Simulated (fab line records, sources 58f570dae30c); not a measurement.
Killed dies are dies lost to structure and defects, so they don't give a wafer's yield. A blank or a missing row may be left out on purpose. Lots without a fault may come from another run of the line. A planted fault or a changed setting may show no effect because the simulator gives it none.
A struck lot beside a sound one | flow berkeley_cmos170 | 32 steps out of a route of 331
Sound: wafers L374.1, L374.5, L374.6. Struck: wafer L384.2. (L384.1, L384.3 of the same lot were not struck and are left out.) The cause comes at the end.
At each step with rows: each side's tool, then ch and its chambers, then its first start. Under that, the readings that differ: sound wafers | struck wafers | difference of the means | sigmas: that difference in standard deviations of wafers without a fault.
alike: readings whose means differ by less than 2 such deviations, and words and numbers that are the same on both sides. not compared: withheld readings, readings that some wafer has no value for, bounds like >300 that may hide the same value, and numbers for which the record gives no deviation and whose values overlap.
The two part at a step that has a row with sigmas, a row that says differs or no value, or rows on one side only. Numbers that don't overlap but have no deviation are shown without sigmas and don't part them. A reading that every wafer of one side lacks parts them only if that side has two wafers or more.

first, 6 steps without rows for these wafers: UCB170_V2_HMDS_06 (prime time 60 s); UCB170_V2_COAT_07 (resist thk 900 nm); UCB170_V2_SOFTBAKE_08 (time 60 s); UCB170_V2_EXPOSE_09 (exposes mask VIA2, target cd 700 nm); UCB170_V2_PEB_10; UCB170_V2_DEVELOP_11 (develop time 45 s).
UCB170_V2_CD_MEAS_12: target cd 700 nm.
  sound on cd_sem-02, day 9 12:35; struck on cd_sem-01, day 11 19:37
  alike: cd_nm
UCB170_V2_OVL_MEAS_13:
  sound on overlay-02, day 9 12:43; struck on overlay-02, day 11 19:44
  alike: V2_OVL
UCB170_V2_ETCH_14: etches SiO2 in CHF3/CF4/Ar, stops on Al, target depth 1250 nm, time 291 s.
  sound on rie_diel-02 ch 1,2, day 9 12:44; struck on rie_diel-02 ch 3, day 11 19:46
  alike: drypump_motor_current_A, oes_product_au, throttle_valve_pct
  not compared: rf_hours_counter_h
UCB170_V2_STRIP_15: strips in O2.
  sound on plasma_asher-03 ch 0,1, day 9 12:55; struck on plasma_asher-04 ch 1, day 11 19:57
  alike: drypump_motor_current_A, oes_product_au, strip_time_to_endpoint_s
  not compared: rf_hours_counter_h
UCB170_V2_CD_MEAS_90: target cd 700 nm.
  sound on cd_sem-02, day 9 13:01; struck on cd_sem-01, day 11 20:03
  alike: cd_nm
then, 1 step without rows for these wafers: UCB170_M3_PRE_CLEAN_00 (preclean etch time 60 s).
UCB170_M3_SPUTTER_01: material Al, target thk 900 nm, time 120 s.
  sound on pvd_sputter-03, day 9 13:13; struck on pvd_sputter-04, day 11 20:14
  reading                               | sound         | struck | difference | sigmas
  model.Al_of_M3_SPUTTER_01.thk_nm (nm) | 896 903.3 900 | 1498   | +598       |
  alike: throttle_valve_pct
UCB170_M3_RS_MEAS_02: measures by four-point-probe.
  sound on film_metro-04, day 9 13:17; struck on film_metro-01, day 11 20:19
  reading           | sound                | struck | difference | sigmas
  M3_AL_RS (ohm/sq) | 0.0324 0.0320 0.0322 | 0.0192 | -0.0130    | -43
UCB170_M3_THK_MEAS_03: measures by xrf.
  sound on film_metro-04, day 9 13:25; struck on film_metro-01, day 11 20:26
  reading        | sound       | struck | difference | sigmas
  M3_AL_THK (nm) | 897 904 898 | 1485   | +585       | +53
then, 3 steps without rows for these wafers: UCB170_M3_HMDS_04 (prime time 60 s); UCB170_M3_COAT_05 (resist thk 900 nm); UCB170_M3_SOFTBAKE_06 (time 60 s).
UCB170_M3_STRIP_07: strips in O2.
  sound on plasma_asher-04 ch 0,1, day 9 14:26; struck on plasma_asher-01 ch 0, day 11 20:57
  reading                     | sound       | struck | difference | sigmas
  drypump_motor_current_A (A) | 6.3 6.2 6.0 | 5.1    | -1.1       | -2
  alike: oes_product_au, strip_time_to_endpoint_s
  not compared: rf_hours_counter_h
then, 7 steps without rows for these wafers: UCB170_M3_STRIP_08 (strips KrF in DMSO, time 600 s); UCB170_M3_COAT_09; UCB170_M3_COAT_10 (resist thk 900 nm); UCB170_M3_SOFTBAKE_11 (time 60 s); UCB170_M3_EXPOSE_12 (exposes mask METAL3, target cd 700 nm); UCB170_M3_PEB_13; UCB170_M3_DEVELOP_14 (develop time 45 s).
UCB170_M3_CD_MEAS_15: target cd 700 nm.
  sound on cd_sem-02, day 9 17:07; struck on cd_sem-01, day 11 22:28
  alike: cd_nm
UCB170_M3_OVL_MEAS_16:
  sound on overlay-02, day 9 17:14; struck on overlay-01, day 11 22:35
  alike: M3_OVL
UCB170_M3_ETCH_17: etches BARC in N2/H2.
  sound on rie_diel-01 ch 2,3, day 9 17:16; struck on rie_diel-03 ch 3, day 11 22:38
  alike: drypump_motor_current_A, oes_product_au, throttle_valve_pct
UCB170_M3_METAL_ETCH_18: etches Al in Cl2/BCl3, stops on SiO2, target depth 1170 nm, time 195 s.
  sound on rie_metal-04 ch 0,1, day 9 17:19; struck on rie_metal-03 ch 0, day 11 22:40
  reading                     | sound             | struck | difference | sigmas
  drypump_motor_current_A (A) | 6.1 6.5 6.1       | 5.5    | -0.7       | -2
  oes_product_au (a.u.)       | 0.832 0.864 0.847 | 0.993  | +0.145     | +11
  alike: throttle_valve_pct
  not compared: rf_hours_counter_h
UCB170_M3_STRIP_19: strips in O2.
  sound on plasma_asher-04 ch 0,1, day 9 17:30; struck on plasma_asher-03 ch 0, day 11 22:52
  alike: drypump_motor_current_A, oes_product_au
  not compared: rf_hours_counter_h
UCB170_M3_PROBE_99:
  sound on prober-02, day 9 17:50; struck on prober-02, day 11 23:15
  reading                           | sound | struck | difference | sigmas
  model.etest.antenna_m3.short      | 0 0 0 | 1      | +1         |
  model.etest.antenna_m3.over_limit | 0 0 0 | 1      | +1         |
  model.etest.antenna_m2.over_limit | 0 0 0 | 1      | +1         |
  model.etest.antenna_m2.short      | 0 0 0 | 1      | +1         |

WHERE THEY PART
First at UCB170_M3_RS_MEAS_02; last, within this record, at UCB170_M3_METAL_ETCH_18. Later steps at which nothing parts them and some readings are alike: UCB170_M3_STRIP_19.

WHY: what the simulator had put in
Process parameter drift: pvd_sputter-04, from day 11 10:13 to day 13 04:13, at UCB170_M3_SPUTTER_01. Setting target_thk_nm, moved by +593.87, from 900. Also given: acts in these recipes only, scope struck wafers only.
